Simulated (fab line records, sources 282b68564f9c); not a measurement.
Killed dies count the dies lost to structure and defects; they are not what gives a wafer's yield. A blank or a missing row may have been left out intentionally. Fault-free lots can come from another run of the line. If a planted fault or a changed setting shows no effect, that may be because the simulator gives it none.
fab line records | flow ritCmos
[record] lots = 7 wafers = 21 lastDay = 8
route steps=202 shown SILICIDE@161 CONTACT@168 M1@202
lots that met no fault: taken from a fault-free run of the same line
startH: the number of hours between the record's first day and the start of the first shown wafer of the lot | waitH: how many hours have passed since the lot's step before this one | " unchanged from the row above | L1.1+2: a single row standing in for several wafers | - no value present, or no start provided | * or withheld: withheld | < > ~ a bound
route shown NAME@n: NAME is a module with steps in the file, n the number in the route of the first one | usual: average and standard deviation across the fault-free wafers | same: alike in all rows | chamber/n: place in a boat | sites: readings site by site | _std_site: their standard deviation | _edge_site: inner sites' mean taken away from outer sites' mean | radiusMm: for every site, how far away it sits from the centre of the wafer | mask NAME#n: copy n | behind: the tool/chamber that last shaped the wafer | hold: the reason the lot was held/the length of the hold in hours/how it ended | device: the n, p or np transistor that did not switch | end of line: tests of these same wafers at the route's end | where a step has no rows: the recipe by itself | killed: the dies lost at the first sort to structure and to defects; this is not the yield of the wafer | map: a wafer's dies, x killed, . not, _ none there
set.NAME: the setting that was run; set.NAME@STEP: the one run at that earlier step | model.NAME: the simulator's own value behind a step, which no gauge read
lots at selected steps of the route; one table per step, one row per wafer
services: a tool's chamber out of use, with start hour (startH, from the record's first day; less than 0 if before it), hours out, and reason
[[steps]]
[step RIT_SILICIDE_WET_ETCH_00]
[recipe] chemistry = BOE target = SiO2 targetDepthNm = 14 timeS = 15 dry = n2Spin dilution = 10:1 tempC = 21.5
[step RIT_SILICIDE_SPUTTER_01]
[recipe] material = Ti targetThkNm = 30 powerW = 350 chamberPressurePa = 0.667 gas = Ar timeS = 240 substrateTempC = 25
[usual] chamberPressurePa = 0.6670/0.0013 throttleValvePct = 30.4/1.3
// columns lot.wafer tool chamber startH waitH chamberPressurePa throttleValvePct
L854.4 pvdSputter-02 - 84.83 0.0 0.6632 30.0
L854.5 " - " " 0.6672 30.9
L854.6 " - " " 0.6680 27.7
L855.2 pvdSputter-03 - 90.55 0.0 0.6652 30.5
L855.3 " - " " 0.6669 31.3
L855.6 " - " " 0.6664 30.7
L858.1 pvdSputter-02 - 106.59 0.0 0.6650 30.2
L858.3 " - " " 0.6669 31.9
L858.4 " - " " 0.6680 27.6
L859.3 pvdSputter-03 - 111.81 0.0 0.6673 31.5
L859.4 " - " " 0.6667 30.6
L859.6 " - " " 0.6652 31.9
L860.1 pvdSputter-02 - 116.33 0.0 0.6675 31.6
L860.2 " - " " 0.6677 27.8
L860.5 " - " " 0.6673 30.0
L868.3 pvdSputter-02 - 166.86 0.0 0.6684 29.9
L868.4 " - " " 0.6670 32.0
L868.6 " - " " 0.6667 27.8
L870.3 pvdSputter-04 - 173.95 0.0 0.6656 31.4
L870.5 " - " " 0.6648 31.5
L870.6 " - " " 0.6662 29.1
[step RIT_SILICIDE_RS_MEAS_02]
[recipe] thkMeasGauge = four-point-probe reads = Ti_of_SILICIDE_SPUTTER_01
[usual] SILICIDE_TI_RS = 47.8/0.82
// columns lot.wafer tool chamber startH waitH SILICIDE_TI_RS[ohm/sq]
L854.4 filmMetro-04 - 85.04 0.1 48.7
L854.5 " - " " 47.4
L854.6 " - " " 47.8
L855.2 filmMetro-02 - 90.72 0.1 46.2
L855.3 " - " " 46.7
L855.6 " - " " 46.5
L858.1 filmMetro-04 - 106.74 0.1 49.0
L858.3 " - " " 48.5
L858.4 " - " " 49.3
L859.3 filmMetro-02 - 112.00 0.1 47.5
L859.4 " - " " 47.5
L859.6 " - " " 49.2
L860.1 filmMetro-04 - 116.48 0.1 47.5
L860.2 " - " " 48.4
L860.5 " - " " 48.3
L868.3 filmMetro-04 - 167.05 0.1 47.6
L868.4 " - " " 45.8
L868.6 " - " " 46.8
L870.3 filmMetro-02 - 174.14 0.1 46.8
L870.5 " - " " 46.6
L870.6 " - " " 47.2
[step RIT_SILICIDE_THK_MEAS_03]
[recipe] thkMeasGauge = xrf reads = Ti_of_SILICIDE_SPUTTER_01
[usual] SILICIDE_TI_THK = 30.5/0.44
// columns lot.wafer tool chamber startH waitH SILICIDE_TI_THK[nm]
L854.4 filmMetro-04 - 85.13 0.1 29.8
L854.5 " - " " 30.5
L854.6 " - " " 30.3
L855.2 filmMetro-02 - 90.83 0.1 31.4
L855.3 " - " " 31.2
L855.6 " - " " 31.4
L858.1 filmMetro-04 - 106.86 0.1 29.8
L858.3 " - " " 30.1
L858.4 " - " " 29.7
L859.3 filmMetro-02 - 112.10 0.1 30.4
L859.4 " - " " 30.3
L859.6 " - " " 29.5
L860.1 filmMetro-04 - 116.60 0.1 30.6
L860.2 " - " " 30.2
L860.5 " - " " 30.1
L868.3 filmMetro-04 - 167.15 0.1 30.5
L868.4 " - " " 31.4
L868.6 " - " " 30.9
L870.3 filmMetro-02 - 174.24 0.1 31.0
L870.5 " - " " 30.9
L870.6 " - " " 30.8
[step RIT_SILICIDE_RTA_04]
[recipe] tempC = 650 timeS = 10 idleTempC = 25 rampUpS = 5 rampDownS = 5 coolToC = 25 ambient = N2
[usual] wafer_temp_C_max = 653.1/1.2
// columns lot.wafer tool chamber startH waitH wafer_temp_C_max
L854.4 rtpAnneal-02 0 85.19 0.1 653.0
L854.5 " 0 " " 654.3
L854.6 " 0 " " 653.8
L855.2 rtpAnneal-01 0 90.89 0.1 651.8
L855.3 " 0 " " 652.1
L855.6 " 0 " " 652.0
L858.1 rtpAnneal-02 0 106.92 0.1 655.0
L858.3 " 0 " " 655.5
L858.4 " 0 " " 654.6
L859.3 rtpAnneal-01 0 112.18 0.1 653.0
L859.4 " 0 " " 651.5
L859.6 " 0 " " 652.3
L860.1 rtpAnneal-02 0 116.66 0.1 653.9
L860.2 " 0 " " 655.1
L860.5 " 0 " " 654.0
L868.3 rtpAnneal-02 0 167.21 0.1 653.5
L868.4 " 0 " " 654.4
L868.6 " 0 " " 652.5
L870.3 rtpAnneal-02 0 174.30 0.1 653.5
L870.5 " 0 " " 653.9
L870.6 " 0 " " 654.0
[step RIT_SILICIDE_WET_ETCH_05]
[recipe] chemistry = SPM target = Ti tempC = 90 timeS = 120 dry = n2Spin
[step RIT_SILICIDE_RTA_06]
[recipe] tempC = 750 timeS = 10 idleTempC = 25 rampUpS = 5 rampDownS = 10 coolToC = 25 ambient = N2
[usual] wafer_temp_C_max = 753.7/1.3
// columns lot.wafer tool chamber startH waitH wafer_temp_C_max
L854.4 rtpAnneal-01 0 85.30 0.0 752.4
L854.5 " 0 " " 751.9
L854.6 " 0 " " 752.8
L855.2 rtpAnneal-02 0 91.00 0.0 754.2
L855.3 " 0 " " 755.6
L855.6 " 0 " " 754.3
L858.1 rtpAnneal-01 0 107.03 0.0 753.6
L858.3 " 0 " " 752.4
L858.4 " 0 " " 752.2
L859.3 rtpAnneal-02 0 112.34 0.0 755.1
L859.4 " 0 " " 755.2
L859.6 " 0 " " 754.7
L860.1 rtpAnneal-01 0 116.77 0.0 752.3
L860.2 " 0 " " 751.7
L860.5 " 0 " " 752.0
L868.3 rtpAnneal-01 0 167.32 0.0 752.9
L868.4 " 0 " " 752.8
L868.6 " 0 " " 752.2
L870.3 rtpAnneal-01 0 174.42 0.0 751.8
L870.5 " 0 " " 753.1
L870.6 " 0 " " 752.4
[step RIT_CONTACT_CVD_00]
[recipe] material = SiO2 targetThkNm = 400 precursor = TEOS tempC = 390 timeS = 60.06 rfW = 400
[usual] heaterPowerW = 327/43 rfFwdPowerW = 396.2/1.5 susceptorTempC = 390.00/0.24
// columns lot.wafer tool chamber startH waitH heaterPowerW rfFwdPowerW susceptorTempC
L854.4 pecvd-02 2 85.36 0.0 356 396.4 390.56
L854.5 " 0 " " 286 397.0 389.93
L854.6 " 1 " " 301 398.7 389.81
L855.2 pecvd-04 2 91.05 0.0 328 397.0 390.39
L855.3 " 1 " " 274 393.8 389.97
L855.6 " 2 " " 338 394.9 390.02
L858.1 pecvd-04 2 107.16 0.1 317 393.3 390.21
L858.3 " 1 " " 274 397.6 390.39
L858.4 " 2 " " 341 391.8 390.15
L859.3 pecvd-01 1 112.38 0.0 399 395.9 390.10
L859.4 " 2 " " 266 395.5 389.90
L859.6 " 1 " " 413 395.9 390.03
L860.1 pecvd-02 1 116.90 0.1 331 398.2 390.07
L860.2 " 2 " " 284 395.7 389.99
L860.5 " 1 " " 344 398.2 390.19
L868.3 pecvd-01 0 167.36 0.0 342 397.1 390.09
L868.4 " 2 " " 339 395.9 389.91
L868.6 " 0 " " 352 396.4 390.27
L870.3 pecvd-04 0 174.46 0.0 312 398.2 389.71
L870.5 " 0 " " 326 396.9 389.80
L870.6 " 1 " " 350 395.9 390.13
[step RIT_CONTACT_THK_MEAS_01]
[recipe] reads = SiO2_of_CONTACT_CVD_00
[usual] CONTACT_TEOS_THK = 395/6
// columns lot.wafer tool chamber startH waitH CONTACT_TEOS_THK[nm]
L854.4 filmMetro-02 - 85.41 0.0 398
L854.5 " - " " 391
L854.6 " - " " 404
L855.2 filmMetro-01 - 91.11 0.0 390
L855.3 " - " " 394
L855.6 " - " " 400
L858.1 filmMetro-02 - 107.21 0.0 389
L858.3 " - " " 392
L858.4 " - " " 397
L859.3 filmMetro-01 - 112.45 0.0 396
L859.4 " - " " 396
L859.6 " - " " 405
L860.1 filmMetro-01 - 116.95 0.0 387
L860.2 " - " " 390
L860.5 " - " " 400
L868.3 filmMetro-01 - 167.43 0.0 394
L868.4 " - " " 396
L868.6 " - " " 398
L870.3 filmMetro-03 - 174.53 0.0 400
L870.5 " - " " 409
L870.6 " - " " 397
[step RIT_CONTACT_HMDS_02]
[recipe] primeTimeS = 60 primeTempC = 140
[step RIT_CONTACT_COAT_03]
[recipe] resist = NOVOLAK spinRpm = 3250 resistThkNm = 1000
[step RIT_CONTACT_SOFTBAKE_04]
[recipe] resist = NOVOLAK tempC = 90 timeS = 60
[step RIT_CONTACT_EXPOSE_05]
[recipe] maskId = M11 na = 0.6 sourceShape = conventional sigmaOuter = 0.5 targetCdNm = 1000 doseMj = 250
[usual] exposureDoseMJCm2 = 249.89/0.26
// columns lot.wafer tool chamber startH waitH mask exposureDoseMJCm2
L854.4 ilineStepper-02 0 86.08 0.2 M11#0 250.42
L854.5 " 0 " " M11#0 249.65
L854.6 " 0 " " M11#0 250.23
L855.2 ilineStepper-01 0 91.76 0.2 M11#0 249.74
L855.3 " 0 " " M11#0 249.70
L855.6 " 0 " " M11#0 249.76
L858.1 ilineStepper-01 0 107.72 0.1 M11#0 222.40
L858.3 " 0 " " M11#0 222.40
L858.4 " 0 " " M11#0 222.54
L859.3 ilineStepper-01 0 113.09 0.2 M11#0 227.54
L859.4 " 0 " " M11#0 228.28
L859.6 " 0 " " M11#0 227.59
L860.1 ilineStepper-01 0 117.53 0.1 M11#0 231.77
L860.2 " 0 " " M11#0 232.32
L860.5 " 0 " " M11#0 232.32
L868.3 ilineStepper-02 0 168.09 0.2 M11#0 249.79
L868.4 " 0 " " M11#0 249.76
L868.6 " 0 " " M11#0 249.79
L870.3 ilineStepper-02 0 175.20 0.2 M11#0 249.80
L870.5 " 0 " " M11#0 249.86
L870.6 " 0 " " M11#0 249.87
[step RIT_CONTACT_PEB_06]
[recipe] resist = NOVOLAK tempC = withheld timeS = withheld
[step RIT_CONTACT_DEVELOP_07]
[recipe] resist = NOVOLAK developTimeS = 120 devTempC = 23
[step RIT_CONTACT_CD_MEAS_08]
[recipe] targetCdNm = 1000
[usual] cdNm = 999.8/2.3
// columns lot.wafer tool chamber startH waitH hold cdNm
L854.4 cdSem-02 - 86.60 - - 996.3
L854.5 " - " " - 998.7
L854.6 " - " " - 996.9
L855.2 cdSem-02 - 92.27 - - 1002.6
L855.3 " - " " - 1004.7
L855.6 " - " " - 1001.3
L858.1 cdSem-02 - 108.24 - awaitDispo/0.2h/release 960.5
L858.3 " - " " awaitDispo/0.2h/release 961.9
L858.4 " - " " awaitDispo/0.2h/release 964.2
L858.1 cdSem-02 - 108.53 0.3 - 960.3
L858.3 " - " " - 962.0
L858.4 " - " " - 964.4
L859.3 cdSem-02 - 113.60 - awaitDispo/0.2h/release 975.4
L859.4 " - " " awaitDispo/0.2h/release 975.3
L859.6 " - " " awaitDispo/0.2h/release 976.0
L859.3 cdSem-02 - 113.89 0.3 - 975.4
L859.4 " - " " - 975.4
L859.6 " - " " - 976.1
L860.1 cdSem-02 - 118.04 - awaitDispo/0.2h/release 979.5
L860.2 " - " " awaitDispo/0.2h/release 976.1
L860.5 " - " " awaitDispo/0.2h/release 976.9
L860.1 cdSem-02 - 118.33 0.3 - 979.4
L860.2 " - " " - 976.3
L860.5 " - " " - 976.6
L868.3 cdSem-02 - 168.61 - - 1003.6
L868.4 " - " " - 1002.6
L868.6 " - " " - 1001.8
L870.3 cdSem-01 - 175.72 - - 1000.7
L870.5 " - " " - 999.2
L870.6 " - " " - 997.6
[step RIT_CONTACT_OVL_MEAS_09]
[usual] CONTACT_OVL = 0.7/1.3
// columns lot.wafer tool chamber startH waitH hold CONTACT_OVL[nm]
L854.4 overlay-01 - 86.67 0.1 - -1.4
L854.5 " - " " - -1.0
L854.6 " - " " - 0.9
L855.2 overlay-02 - 92.38 0.1 - 1.4
L855.3 " - " " - 2.1
L855.6 " - " " - 0.5
L858.1 overlay-01 - 111.20 2.7 awaitDispo/2.6h/release 0.6
L858.3 " - " " awaitDispo/2.6h/release -1.0
L858.4 " - " " awaitDispo/2.6h/release 0.2
L859.3 overlay-01 - 117.89 4.0 awaitDispo/3.9h/release 1.6
L859.4 " - " " awaitDispo/3.9h/release 0.1
L859.6 " - " " awaitDispo/3.9h/release 0.6
L860.1 overlay-02 - 119.91 1.6 awaitDispo/1.2h/release 1.1
L860.2 " - " " awaitDispo/1.2h/release 1.9
L860.5 " - " " awaitDispo/1.2h/release 2.2
L868.3 overlay-01 - 168.70 0.1 - -1.8
L868.4 " - " " - 0.7
L868.6 " - " " - -1.3
L870.3 overlay-01 - 175.81 0.1 - 1.2
L870.5 " - " " - 0.6
L870.6 " - " " - -1.2
[step RIT_CONTACT_HARDBAKE_10]
[recipe] resist = NOVOLAK tempC = 140 timeS = 60
[step RIT_CONTACT_ETCH_11]
[recipe] targetDepthA = 4800 overEtchFrac = 0.2 stopOn = TiSi2 chemistry = CHF3/CF4/Ar target = SiO2 CHF3_flow_sccm = 50 cf4FlowSccm = 10 Ar_flow_sccm = 100 O2_flow_sccm = 5 pressureMtorr = 100 rfW = 200 timeS = 320
[usual] CHF3_flow_sccm = 50.00/0.12 drypumpMotorCurrentA = 5.7/0.56 oesProductAu = 0.987/0.013 rfFwdPowerW = 199.7/0.59 throttleValvePct = 8.86/0.098
// columns lot.wafer tool chamber startH waitH CHF3_flow_sccm drypumpMotorCurrentA oesProductAu rfFwdPowerW rfHoursCounterH throttleValvePct model.CONTACT.cdNm
L854.4 rieDiel-01 3 86.84 0.1 49.89 5.7 0.972 198.3 57 8.78 996.7
L854.5 " 3 " " 50.15 5.7 0.975 199.3 - 8.80 999
L854.6 " 2 " " 50.13 5.2 0.974 199.8 - 9.00 996.8
L855.2 rieDiel-02 3 92.56 0.1 49.95 6.8 0.986 199.1 91 8.84 1002
L855.3 " 0 " " 50.11 5.7 0.997 199.2 145 9.03 1005
L855.6 " 0 " " 49.93 5.7 0.981 200.3 - 9.01 1002
L858.1 rieDiel-01 2 111.42 0.1 49.71 5.2 0.983 199.4 49 9.02 960.2
L858.3 " 0 " " 50.16 5.5 0.967 198.8 126 8.71 961.4
L858.4 " 3 " " 49.77 5.7 0.978 200.2 58 8.80 963.9
L859.3 rieDiel-04 2 118.06 0.1 50.08 5.3 1.001 199.5 28 8.83 974.3
L859.4 " 0 " " 50.01 6.7 1.010 199.9 3 8.83 975.4
L859.6 " 0 " " 50.09 6.7 1.014 199.9 - 8.86 976.3
L860.1 rieDiel-04 3 120.13 0.1 49.87 5.4 0.982 200.3 143 8.97 979.5
L860.2 " 0 " " 50.05 6.7 1.017 199.4 4 8.84 976.2
L860.5 " 2 " " 50.03 5.3 1.009 199.3 - 8.84 975.8
L868.3 rieDiel-01 0 168.87 0.1 50.08 5.5 0.980 199.1 127 8.72 1003
L868.4 " 3 " " 49.95 5.7 0.972 199.3 59 8.80 1003
L868.6 " 2 " " 50.04 5.2 0.981 198.9 - 9.02 1002
L870.3 rieDiel-02 3 175.98 0.1 50.12 6.8 0.982 199.6 92 8.84 1001
L870.5 " 1 " " 50.22 5.8 1.014 199.9 - 8.75 999
L870.6 " 2 " " 50.08 5.9 0.997 199.7 - 8.88 997.5
[step RIT_CONTACT_STRIP_12]
[recipe] chemistry = O2 timeS = 180 resist = NOVOLAK platenTempC = withheld powerW = 500 pressureMtorr = 4000 o2FlowSccm = 4000
[usual] drypumpMotorCurrentA = 5.7/0.32
// columns lot.wafer tool chamber startH waitH drypumpMotorCurrentA rfHoursCounterH
L854.4 plasmaAsher-03 0 87.09 0.2 5.6 -
L854.5 " 1 " " 6.0 -
L854.6 " 0 " " 5.6 -
L855.2 plasmaAsher-03 0 92.76 0.1 5.6 26
L855.3 " 0 " " 5.6 -
L855.6 " 0 " " 5.6 -
L858.1 plasmaAsher-02 0 113.86 2.3 6.1 49
L858.3 " 0 " " 6.1 -
L858.4 " 1 " " 5.5 -
L859.3 plasmaAsher-04 0 118.31 0.2 5.0 -
L859.4 " 1 " " 5.5 -
L859.6 " 1 " " 5.4 -
L860.1 plasmaAsher-02 0 120.32 0.1 6.1 0
L860.2 " 1 " " 5.5 0
L860.5 " 1 " " 5.5 -
L868.3 plasmaAsher-02 1 169.12 0.2 5.5 -
L868.4 " 0 " " 6.1 -
L868.6 " 0 " " 6.1 -
L870.3 plasmaAsher-04 0 176.23 0.2 5.1 -
L870.5 " 1 " " 5.4 -
L870.6 " 0 " " 5.0 -
[step RIT_M1_PROBE_99]
[usual] killed_at_M0_to_M3 = 0.0/0.16 killedAtContacts = 0.1/0.25 killedAtFrontEnd = 7/3.2 killedDies = 7/3.2 killedOpen = 3.5/2.1 killedShort = 3.5/2.1
[same] grossDies = 264 killed_at_M4_up = 0 killedAtBackSide = 0 killedAtOther = 0
// columns lot.wafer tool chamber startH waitH killed_at_M0_to_M3 killedAtContacts killedAtFrontEnd killedDies killedOpen killedShort
L854.4 prober-01 - 92.12 0.2 0 0 6 6 4 2
L854.5 prober-01 - 92.17 0.2 0 0 7 7 3 4
L854.6 prober-01 - 92.22 0.2 0 0 15 15 8 7
L855.2 prober-02 - 98.71 0.1 0 1 5 6 3 2
L855.3 prober-02 - 98.76 0.2 0 0 4 4 1 1
L855.6 prober-02 - 98.91 0.2 1 0 0 1 0 1
L859.3 prober-02 - 126.67 0.2 0 0 11 11 4 7
L859.4 prober-02 - 126.72 0.2 0 0 8 8 4 4
L859.6 prober-02 - 126.82 0.2 0 0 4 4 2 2
L868.3 prober-02 - 174.20 0.2 0 1 4 5 2 3
L868.4 prober-02 - 174.25 0.2 0 0 8 8 5 3
L868.6 prober-02 - 174.35 0.2 0 0 5 5 1 4
L870.3 prober-02 - 181.12 0.2 0 0 7 7 5 1
L870.5 prober-02 - 181.22 0.2 0 0 4 4 2 2
L870.6 prober-02 - 181.27 0.2 0 0 7 7 3 4
// killed by level:class
L854.4 GATE:geometricParticle:open=2 GATE:geometricParticle:short=1 REOX:geometricParticle:open=1 REOX:geometricParticle:short=1 SILICIDE:geometricParticle:open=1
L854.5 GATE:geometricParticle:short=2 SILICIDE:geometricParticle:open=2 GATE:geometricParticle:open=1 SPACER:geometricParticle:short=1 SILICIDE:geometricParticle:short=1
L854.6 GATE:geometricParticle:short=3 GATE:geometricParticle:open=2 REOX:geometricParticle:open=2 SPACER:geometricParticle:open=2 SILICIDE:geometricParticle:short=2 SILICIDE:geometricParticle:open=2 FOX2:geometricParticle:short=1 REOX:geometricParticle:short=1
L855.2 FOX1:geometricParticle:open=1 GATE:geometricParticle:short=1 REOX:geometricParticle:open=1 SILICIDE:geometricParticle:open=1 CONTACT:geometricParticle:short=1 PRETRO:coatMicrobubblePrinted=1
L855.3 PRETRO:coatMicrobubblePrinted=2 FOX2:geometricParticle:open=1 FOX2:geometricParticle:short=1
L855.6 M1:geometricParticle:short=1
L859.3 GATE:geometricParticle:short=4 REOX:geometricParticle:open=2 SPACER:geometricParticle:open=2 SILICIDE:geometricParticle:short=2 REOX:geometricParticle:short=1
L859.4 GATE:geometricParticle:short=3 SILICIDE:geometricParticle:open=2 FOX2:geometricParticle:open=1 REOX:geometricParticle:open=1 REOX:geometricParticle:short=1
L859.6 GATE:geometricParticle:open=2 FOX2:geometricParticle:short=1 SILICIDE:geometricParticle:short=1
L868.3 GATE:geometricParticle:short=2 REOX:geometricParticle:open=1 SPACER:geometricParticle:short=1 CONTACT:geometricParticle:open=1
L868.4 REOX:geometricParticle:open=4 FOX1:geometricParticle:short=1 FOX2:geometricParticle:short=1 GATE:geometricParticle:short=1 GATE:geometricParticle:open=1
L868.6 FOX2:geometricParticle:short=2 GATE:geometricParticle:short=1 GATE:geometricParticle:open=1 SPACER:geometricParticle:short=1
L870.3 SPACER:geometricParticle:open=2 FOX1:geometricParticle:open=1 FOX2:geometricParticle:open=1 GATE:geometricParticle:short=1 GATE:geometricParticle:open=1 GATE:coatMicrobubblePrinted=1
L870.5 FOX2:geometricParticle:open=1 GATE:geometricParticle:short=1 REOX:geometricParticle:open=1 SPACER:geometricParticle:short=1
L870.6 REOX:geometricParticle:short=3 GATE:geometricParticle:open=2 REOX:geometricParticle:open=1 SPACER:geometricParticle:short=1
[[services]]
// columns tool chamber startH hours kind
ilineStepper-02 - 72.19 1.7 pm
rieDiel-02 - 81.22 0.2 repair
ilineStepper-02 - 104.75 8.9 pm
rieDiel-02 3 111.14 5.3 repair
rieDiel-01 - 111.62 2.8 pm
rieDiel-01 0 114.40 5.0 repair
plasmaAsher-02 0 117.92 - clean
plasmaAsher-02 1 117.92 - clean
rieDiel-02 1 123.86 2.4 repair
pvdSputter-03 - 128.74 0.7 repair
rieDiel-04 1 130.25 10.1 repair
ilineStepper-02 0 143.19 - calibration
pvdSputter-03 - 150.55 0.9 repair
ilineStepper-01 - 151.55 10.8 repair
ilineStepper-02 - 151.90 12.1 repair
pvdSputter-02 - 155.39 4.8 repair
pecvd-02 - 155.42 0.5 repair
pecvd-01 - 161.23 0.6 repair
pvdSputter-02 - 168.51 12.2 repair
pvdSputter-02 - 174.99 5.2 repair
[[key]]
[firstSign] step = RIT_CONTACT_EXPOSE_05 reading = exposureDoseMJCm2 direction = down sigmas = 88 usual = 249.89 struck = 227.46
[effect] step = RIT_CONTACT_CD_MEAS_08 reading = visit direction = added through = controlLoop
[effect] step = RIT_CONTACT_CD_MEAS_08 reading = cdNm direction = down sigmas = 12 usual = 999.8 struck = 971.8 through = controlLoop
[modelEffect] step = RIT_CONTACT_ETCH_11 value = CONTACT.cdNm without = 998.1 struck = 971.5
metAt RIT_CONTACT_EXPOSE_05
struckWafers L858.1,L858.3,L858.4,L859.3,L859.4,L859.6,L860.1,L860.2,L860.5
rowsEnd L858.1,L858.3,L858.4,L860.1,L860.2,L860.5
testerLeftOut L859
[loopTrim] step = RIT_CONTACT_EXPOSE_05 setting = dose lots = L859,L860
onsetBetween 91.76 107.72
[fault] kind = processParameterDrift tool = ilineStepper-01 chamber = - onsetH = 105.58 steps = RIT_CONTACT_EXPOSE_05 channel = doseMj offset = -27.703 shape = step actsIn = theseRecipesOnly stated = 250
// testerLeftOut: of these lots the tester's yield and bins aren't shown, on N5 and GAA mostly nor the transistor test; their killed dies are dies lost to structure and defects alone, not to doping, threshold or leakage, so they don't give the yield
// rowsEnd: these wafers met a further fault down the route, and their rows from its step on are left out
// loopTrim: a control loop set the setting to another value than it would have without faults
